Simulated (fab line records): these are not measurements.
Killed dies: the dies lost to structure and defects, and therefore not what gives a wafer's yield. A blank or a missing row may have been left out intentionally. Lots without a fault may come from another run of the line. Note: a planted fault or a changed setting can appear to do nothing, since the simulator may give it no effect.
Which of the tools did it? | flow berkeley-cmos170 | route of 331 steps, sampled at 1 step: 14 lots, 42 wafers

== WHAT THE GAUGES SHOWED, per wafer ==
No reading from a measuring or inspecting step in the record can be judged against a usual standard deviation.

== EACH LOT AND THE TOOL THAT RAN IT (in order: tool; ch and the chambers of the sampled wafers; start) ==
lot  | UCB170_PFIELD_EXPOSE_03
L820 | krf-scanner-01 ch 0, day 4 22:25
L821 | krf-scanner-02 ch 0, day 5 06:18
L822 | krf-scanner-02 ch 0, day 5 06:58
L823 | krf-scanner-01 ch 0, day 5 19:57
L826 | krf-scanner-02 ch 0, day 6 02:35
L827 | krf-scanner-02 ch 0, day 6 06:34
L828 | krf-scanner-01 ch 0, day 6 07:01
L832 | krf-scanner-01 ch 0, day 7 05:45
L835 | krf-scanner-02, day 8 02:36
L838 | krf-scanner-02, day 8 13:02
L839 | krf-scanner-02 ch 0, day 9 02:57
L840 | krf-scanner-02 ch 0, day 9 03:03
L841 | krf-scanner-02 ch 0, day 10 01:01
L842 | krf-scanner-01 ch 0, day 10 01:26
- UCB170_PFIELD_EXPOSE_03: exposes mask PFIELD, target cd 1500 nm.

== AS READ BY THE TOOLS THEMSELVES (means over the sampled wafers that have a number; for cases with no such wafer, the mark the record gives instead) ==
UCB170_PFIELD_EXPOSE_03.
lot  | tool           | exposure-dose-mJ-cm2 | focus-offset-nm (nm) | reticle-temp-C (C)
L820 | krf-scanner-01 | 29.96                | -0.6                 | 23.01
L821 | krf-scanner-02 | 30.02                | 0.1                  | 23.04
L822 | krf-scanner-02 | 29.97                | -0.4                 | 22.93
L823 | krf-scanner-01 | 29.97                | 0.7                  | 23.04
L826 | krf-scanner-02 | 30.02                | 0.0                  | 22.95
L827 | krf-scanner-02 | 30.00                | 0.4                  | 22.99
L828 | krf-scanner-01 | 30.03                | 0.2                  | 23.12
L832 | krf-scanner-01 | 29.99                | 0.1                  | 22.93
L835 | krf-scanner-02 | -                    | -                    | -
L838 | krf-scanner-02 | -                    | -                    | -
L839 | krf-scanner-02 | 30.00                | -1.0                 | 22.92
L840 | krf-scanner-02 | 29.98                | 0.2                  | 22.92
L841 | krf-scanner-02 | 30.02                | 0.2                  | 22.91
L842 | krf-scanner-01 | 30.00                | -0.1                 | 22.90

== THE ANSWER, worked out from the rows above alone ==
Rule: what is usual is taken from the lots themselves. Put in order of their means at a reading, lots are off if they are a third of the lots or fewer, leave a main group of 4 or more, and stand apart from it by a gap of 3 or more times the standard deviation of the main group's means; of several such gaps the widest counts. The tables above print the reading to a certain number of digits; a main group whose means all agree to those digits is not used. Also off: a lot with no number at a reading for which 4 or more lots have one. The other lots that the step has rows for count as sound. The gauges are gone through in route order, then the tools' own readings, and for those a lot's mean is taken as printed above. The first step at which some lot is off is used, and at that step the reading that is off furthest; a lot without a number counts as furthest.
Off: L835, L838, at UCB170_PFIELD_EXPOSE_03 (exposure-dose-mJ-cm2). Without a number there: L835, L838. Mean 30.00 and standard deviation 0.022 in the main group.
A tool fits if, at that step or a process step before it, it ran every lot that is off, and no sound lot after the first of them. Not one of the candidates tried fits.

== WHAT WAS PUT IN BY THE SIMULATOR ==
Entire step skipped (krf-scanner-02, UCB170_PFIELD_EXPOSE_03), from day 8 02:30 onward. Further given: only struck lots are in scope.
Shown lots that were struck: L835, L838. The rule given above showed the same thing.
